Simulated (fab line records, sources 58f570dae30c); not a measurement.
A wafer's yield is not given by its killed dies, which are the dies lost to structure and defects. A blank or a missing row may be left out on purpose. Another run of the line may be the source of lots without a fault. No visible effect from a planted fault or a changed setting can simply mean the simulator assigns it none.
Comparing a struck lot with a sound one + flow berkeley cmos170 + 16 steps out of a route of 331
Sound: wafers L808.2, L808.3, L808.4. Struck: wafer L816.2. (L816.1, L816.6 of the same lot were not struck and are left out.) The cause comes at the end.
For every step that has rows: the tool of each side, followed by ch and its chambers, followed by its first start. Under that, the readings that differ: sound wafers + struck wafers + difference of the means + sigmas: that difference in standard deviations of wafers without a fault.
alike: same words and numbers on both sides, and readings whose means sit less than 2 such deviations apart. not compared: any withheld reading, any reading some wafer has no value for, any bound like >300 that may hide the same value, and any number with overlapping values for which the record gives no deviation.
A row with sigmas, a row that says differs or no value, or rows on one side alone: a step with any of these is where the two part. Non-overlapping numbers with no deviation appear without sigmas and do not part them. Lack of a reading on every wafer of one side parts them only where that side has two or more wafers.

UCB170_V2_CMP_02: polishes SiO2.
  sound on cmp-01 ch 0,1,2, day 10 08:04; struck on cmp-02 ch 3, day 11 14:05
  alike: motor current A, platen rpm, slurry flow ml min
UCB170_V2_BOW_MEAS_03:
  sound on film metro-04 at day 10 08:20; struck on film metro-02 at day 11 14:23
| reading     | sound    | struck | difference | sigmas |
|-------------|----------|--------|------------|--------|
| V2_BOW (um) | 46 42 35 | 24     | -17        | -2     |
UCB170_V2_THK_MEAS_04:
  sound on film metro-04 at day 10 08:27; struck on film metro-02 at day 11 14:30
  alike: V2_POLISHED_THK
then, 7 steps without rows for these wafers: UCB170_V2_CLEAN_05 (cleans in DIW); UCB170_V2_HMDS_06 (prime time 60 s); UCB170_V2_COAT_07 (resist thk 900 nm); UCB170_V2_SOFTBAKE_08 (time 60 s); UCB170_V2_EXPOSE_09 (exposes mask VIA2, target cd 700 nm); UCB170_V2_PEB_10; UCB170_V2_DEVELOP_11 (develop time 45 s).
UCB170_V2_CD_MEAS_12: target cd 700 nm.
  sound on cd sem-02 at day 10 09:53; struck on cd sem-01 at day 11 15:47
| reading    | sound             | struck | difference | sigmas |
|------------|-------------------|--------|------------|--------|
| cd nm (nm) | 698.2 698.9 697.5 | 702.3  | +4.1       | +2     |
UCB170_V2_OVL_MEAS_13:
  sound on overlay-02 at day 10 10:00; struck on overlay-01 at day 11 15:54
| reading     | sound | struck | difference | sigmas |
|-------------|-------|--------|------------|--------|
| V2_OVL (nm) | 6 4 5 | -5     | -10        | -2     |
UCB170_V2_ETCH_14: etches SiO2 in CHF3/CF4/Ar, stops on Al, target depth 1250 nm, time 291 s.
  sound on rie diel-02 ch 0,1, day 10 10:02; struck on rie diel-02 ch 3, day 11 15:56
| reading                             | sound             | struck | difference | sigmas |
|-------------------------------------|-------------------|--------|------------|--------|
| drypump motor current A (A)         | 5.1 5.2 5.2       | 6.6    | +1.4       | +3     |
| model.KrF_of_V2_COAT_07.thk nm (nm) | 612.6 612.1 611.1 | 655.7  | +43.8      |        |
  alike: oes product au, throttle valve pct
  not compared: rf hours counter h
UCB170_V2_STRIP_15: strips in O2.
  sound on plasma asher-02 ch 0,1, day 10 10:12; struck on plasma asher-03 ch 1, day 11 16:07
| reading                      | sound             | struck | difference | sigmas |
|------------------------------|-------------------|--------|------------|--------|
| drypump motor current A (A)  | 4.8 6.0 4.8       | 6.4    | +1.2       | +2     |
| strip time to endpoint s (s) | 15.38 15.36 15.31 | 16.33  | +0.98      | +8     |
  alike: o2 flow sccm, oes product au
  not compared: rf hours counter h
UCB170_V2_CD_MEAS_90: target cd 700 nm.
  sound on cd sem-01 at day 10 10:19; struck on cd sem-01 at day 11 16:13
| reading    | sound             | struck | difference | sigmas |
|------------|-------------------|--------|------------|--------|
| cd nm (nm) | 698.4 698.4 697.0 | 701.5  | +3.6       | +2     |
UCB170_M3_PROBE_99:
  sound on prober-02 at day 10 13:49; struck on prober-01 at day 11 19:04
| reading                               | sound                      | struck   | difference | sigmas |
|---------------------------------------|----------------------------|----------|------------|--------|
| model.etest.antenna m3.vt shift v (V) | -0.01355 -0.01371 -0.01316 | -0.01078 | +0.00269   |        |

## WHERE THEY PART
First at UCB170_V2_BOW_MEAS_03; last, within this record, at UCB170_V2_CD_MEAS_90.

WHY: what the simulator had put in
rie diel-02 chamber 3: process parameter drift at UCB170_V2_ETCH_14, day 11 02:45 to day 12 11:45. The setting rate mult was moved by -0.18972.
